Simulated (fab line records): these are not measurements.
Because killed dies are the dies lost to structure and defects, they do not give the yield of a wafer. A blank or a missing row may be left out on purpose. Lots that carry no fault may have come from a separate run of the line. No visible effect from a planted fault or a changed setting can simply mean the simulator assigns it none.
Struck lot and sound lot, side by side    flow ritCmos    15 out of 202 route steps
Sound: wafers L499.1, L499.2, L499.5. Struck: wafers L508.1, L508.4. (L508.2 of the same lot was not struck and is left out.) The cause comes at the end.
For every step that has rows: the tool of each side, followed by ch and its chambers, followed by its first start. Under that, the readings that differ: sound wafers    struck wafers    difference of the means    sigmas: that difference in standard deviations of wafers without a fault.
alike: same words and numbers on both sides, and readings whose means sit less than 2 such deviations apart. not compared: any withheld reading, any reading some wafer has no value for, any bound like >300 that may hide the same value, and any number with overlapping values for which the record gives no deviation.
A row with sigmas, a row that says differs or no value, or rows on one side alone: a step with any of these is where the two part. Non-overlapping numbers with no deviation appear without sigmas and do not part them. A reading that every wafer of one side lacks parts them only if that side has two wafers or more.

RIT_M1_SPUTTER_00: material Al, target thk 400 nm, time 500 s.
  sound on pvdSputter-03, day 4 07:13; struck on pvdSputter-03, day 6 03:25
  alike: throttleValvePct
RIT_M1_RS_MEAS_01: the measuring method here is four-point-probe.
  sound on filmMetro-04, day 4 07:31; struck on filmMetro-04, day 6 03:45
  alike: M1_AL_RS
RIT_M1_THK_MEAS_02: measures by xrf.
  sound on filmMetro-04, day 4 07:38; struck on filmMetro-04, day 6 03:52
reading         sound        struck   difference  sigmas
M1_AL_THK (nm)  408 400 404  413 415  +10         +2
then, 6 steps without rows for these wafers: RIT_M1_HMDS_03 (prime time 60 s); RIT_M1_COAT_04 (resist thk 1300 nm); RIT_M1_SOFTBAKE_05 (time 60 s); RIT_M1_EXPOSE_06 (exposes mask M12, target cd 2600 nm); RIT_M1_PEB_07; RIT_M1_DEVELOP_08 (develop time 68 s).
RIT_M1_CD_MEAS_09: the cd target is 2600 nm.
  sound on cdSem-02, day 4 08:42; struck on cdSem-02, day 6 04:49
reading    sound                 struck         difference  sigmas
cdNm (nm)  2601.7 2603.2 2604.1  2595.5 2594.4  -8.1        -4
RIT_M1_OVL_MEAS_10:
  sound on overlay-01, day 4 08:49; struck on overlay-01, day 6 04:56
  alike: M1_OVL
then, 1 step without rows for these wafers: RIT_M1_HARDBAKE_11 (time 120 s).
RIT_M1_METAL_ETCH_12: etches Al in Cl2/BCl3, stops on SiO2, time 165 s, target depth 600 nm.
  sound on rieMetal-02 ch 0,1, day 4 09:07; struck on rieMetal-02 ch 1, day 6 05:13
reading                                 sound               struck         difference  sigmas
chamberPressureMTorr (mTorr)            99.96 100.04 99.89  150.12 149.93  +50.06      +99 or more
model.NOVOLAK_of_M1_COAT_04.thkNm (nm)  820.7 812.9 825.3   803.7 799.5    -18.0       
  alike: drypumpMotorCurrentA, oesProductAu, throttleValvePct
  not compared: rfHoursCounterH
then, 1 step without rows for these wafers: RIT_M1_STRIP_13 (strips in nmp, time 600 s).
RIT_M1_PROBE_99:
  sound on prober-02, day 4 12:44; struck on prober-02, day 6 07:28
  alike: defectLimitedYield, killedAtFrontEnd, killedDies, killedOpen, killedShort, sort_bin_3_pad_short, sort_bin_5_function, sort_bin_6_memory, sortNPass, sortYieldPct

WHERE THEY PART
First at RIT_M1_THK_MEAS_02; last, within this record, at RIT_M1_METAL_ETCH_12. Later steps at which nothing parts them and some readings are alike: RIT_M1_PROBE_99.

WHY: the cause the simulator had injected
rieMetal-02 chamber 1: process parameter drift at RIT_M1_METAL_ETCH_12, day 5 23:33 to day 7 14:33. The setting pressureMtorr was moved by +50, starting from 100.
